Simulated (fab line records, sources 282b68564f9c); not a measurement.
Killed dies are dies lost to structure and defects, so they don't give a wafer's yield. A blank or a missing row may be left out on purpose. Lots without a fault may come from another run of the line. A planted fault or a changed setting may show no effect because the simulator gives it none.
A struck lot beside a sound one | flow rit_cmos | 18 steps out of a route of 202
Sound: wafers L491.1, L491.2, L491.6. Struck: wafers L497.1, L497.4, L497.6. The cause comes at the end.
At each step with rows: each side's tool, then ch and its chambers, then its first start. Under that, the readings that differ: sound wafers | struck wafers | difference of the means | sigmas: that difference in standard deviations of wafers without a fault.
alike: readings whose means differ by less than 2 such deviations, and words and numbers that are the same on both sides. not compared: withheld readings, readings that some wafer has no value for, bounds like >300 that may hide the same value, and numbers for which the record gives no deviation and whose values overlap.
The two part at a step that has a row with sigmas, a row that says differs or no value, or rows on one side only. Numbers that don't overlap but have no deviation are shown without sigmas and don't part them. A reading that every wafer of one side lacks parts them only if that side has two wafers or more.

first, 4 steps without rows for these wafers: RIT_NLDD_SOFTBAKE_02 (time 60 s); RIT_NLDD_EXPOSE_03 (exposes mask M7, target cd 40700 nm); RIT_NLDD_PEB_04; RIT_NLDD_DEVELOP_05 (develop time 50 s).
RIT_NLDD_OVL_MEAS_06:
  sound on overlay-02, day 5 08:33; struck on overlay-01, day 7 05:38
  reading       | sound         | struck      | difference | sigmas
  NLDD_OVL (nm) | -0.6 -0.5 0.4 | 1.0 2.6 2.5 | +2.3       | +2
then, 2 steps without rows for these wafers: RIT_NLDD_HARDBAKE_07 (time 60 s); RIT_NLDD_IMPLANT_08.
RIT_NLDD_STRIP_09: strips in O2, time 180 s.
  sound on plasma_asher-03 ch 0,1, day 5 08:53; struck on plasma_asher-04 ch 0,1, day 7 06:05
  alike: drypump_motor_current_A
  not compared: rf_hours_counter_h
RIT_NLDD_TW_MEAS_10:
  sound on film_metro-02, day 5 09:04; struck on film_metro-02, day 7 06:15
  alike: NLDD_TW
then, 3 steps without rows for these wafers: RIT_PLDD_HMDS_00 (prime time 60 s); RIT_PLDD_COAT_01 (resist thk 1000 nm); RIT_PLDD_SOFTBAKE_02 (time 60 s).
RIT_PLDD_EXPOSE_03: exposes mask M8, target cd 40900 nm.
  sound on iline_stepper-02 ch 0, day 5 09:34; struck on iline_stepper-01 ch 0, day 7 06:56
  reading                      | sound             | struck         | difference | sigmas
  model.PLDD.overlay_x_nm (nm) | 0.726 0.726 0.726 | 5215 5215 5215 | +5214      |
  alike: mask, focus_offset_nm
then, 2 steps without rows for these wafers: RIT_PLDD_PEB_04; RIT_PLDD_DEVELOP_05 (develop time 50 s).
RIT_PLDD_OVL_MEAS_06:
  sound on overlay-01, day 5 09:58; struck on overlay-01, day 7 07:20
  reading       | sound          | struck | difference                    | sigmas
  PLDD_OVL (nm) | -1.1 -0.3 -1.2 | - - -  | no value on the struck wafers |
then, 1 step without rows for these wafers: RIT_PLDD_HARDBAKE_07 (time 60 s).
RIT_M1_PROBE_99:
  sound on prober-02, day 5 23:41; struck on prober-01, day 7 22:48
  reading                                | sound                | struck               | difference | sigmas
  killed_at_front_end                    | 5 4 3                | 264 263 264          | +260       | +84
  killed_dies                            | 5 4 3                | 264 264 264          | +260       | +84
  killed_on_rim                          | 1 2 2                | 70 70 70             | +68        | +53
  model.etest.pldd.width_nm (nm)         | 3188 3176 3200       | 2175 2184 2175       | -1010      |
  model.etest.pldd.line_ohm_um           | 173.9 177 179.6      | 199.8 205.4 207.9    | +27.5      |
  model.etest.pmos_0p15.off_log10_a_um   | -10.56 -10.63 -10.86 | -13.76 -13.86 -13.84 | -3.14      |
  model.etest.nmos_narrow.off_log10_a_um | -13.23 -13.4 -13.14  | -5.69 -12.64 -12.14  | +3.10      |
  alike: killed_at_contacts, killed_open, killed_short
  not compared: model.etest.nmos_0p15.junction_log10_a_um, model.etest.nmos_0p3.off_log10_a_um, model.etest.gate_end_array.leak_log10_a_um, model.etest.nmos_0p15.off_log10_a_um

WHERE THEY PART
First at RIT_NLDD_OVL_MEAS_06; last, within this record, at RIT_M1_PROBE_99.

WHY: what the simulator had put in
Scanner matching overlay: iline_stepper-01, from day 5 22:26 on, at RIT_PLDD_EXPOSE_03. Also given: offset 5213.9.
